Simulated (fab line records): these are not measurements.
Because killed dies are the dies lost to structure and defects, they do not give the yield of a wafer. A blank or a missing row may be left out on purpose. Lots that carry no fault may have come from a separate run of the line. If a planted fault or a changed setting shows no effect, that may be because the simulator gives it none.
8D (eight disciplines) problem report, filled in by code + flow rit_cmos + the parts of the form that need people (team, actions taken, sign-off) are left out

1. WHAT WENT WRONG
Mean of spin_speed_rpm at RIT_PWELL_COAT_01: 1957.2 rpm across 9 wafers in 3 lots; on wafers with no fault it is 2000.1 rpm (standard deviation 1.4). That puts it -31 standard deviations away from the usual mean.
The step: resist thk 1300 nm.
Earliest sighting: wafer L501.2 on litho_track-01 at day 4 22:38. The record has a number at this step for 21 wafers belonging to 7 lots. The rule behind "out" and "out of limits": a value lying over 4 standard deviations away from the usual mean. The other wafers with a number count as sound.

2. WHAT IT IS; WHAT IT IS NOT
| question                    | is                     | is not                                                             |
|-----------------------------|------------------------|--------------------------------------------------------------------|
| which readings at this step | spin_speed_rpm         | -                                                                  |
| which lots                  | L501, L503, L504       | L492, L495, L500, L509                                             |
| which wafers of those lots  | all that have a number | -                                                                  |
| read on which tools         | litho_track-01         | litho_track-02, litho_track-04                                     |
| when                        | from day 4 22:38       | up to then (9 sound wafers); but 3 sound wafers of L509 came after |

3. THE SUSPECTS, EACH WITH WHAT RULES IT OUT
Counting: a tool at any process step up to the reading remains a suspect when it ran all the lots that are out and ran no sound lot after the first of those.
- litho_track-01 at RIT_PWELL_COAT_01 (resist thk 1300 nm): kept. It ran every lot that is out, first L501 (day 4 22:38), and no sound lot after that; its last sound lot up to then is L500 (day 4 14:02). Its own readings are out on those wafers: spin_speed_rpm.
Left after counting: litho_track-01 at RIT_PWELL_COAT_01.

4. THE CAUSE (what the simulator had put in)
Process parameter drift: litho_track-01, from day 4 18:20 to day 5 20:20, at RIT_PWELL_COAT_01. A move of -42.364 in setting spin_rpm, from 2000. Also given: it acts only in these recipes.
This tool alone remained once counting was done.

5. SEQUENCE OF EFFECTS, ordered by route
One row per reading whose mean, taken over the struck wafers that have a number, lies over 3 standard deviations from the usual. Only readings whose record carries a usual standard deviation are examined. hours: median over the lots of the time between each lot's start at the first step of this table that gives one and its start at this step. sigmas: the change, counted in usual standard deviations.
| hours | step              | reading        | usual      | on struck wafers | change | sigmas |
|-------|-------------------|----------------|------------|------------------|--------|--------|
| 0     | RIT_PWELL_COAT_01 | spin_speed_rpm | 2000.1 rpm | 1957.2           | -42.9  | -31    |
It contains these process steps:
- RIT_PWELL_COAT_01: resist thk 1300 nm.
Later measuring or inspecting steps at which every struck wafer that the step has a row for has a number for every such reading, and none has moved that far: RIT_PWELL_OVL_MEAS_06.

6. HOW IT WOULD HAVE BEEN CAUGHT EARLIER
First out-of-limits reading in this record: day 4 22:38, which is 4 hours after fault onset at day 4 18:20.
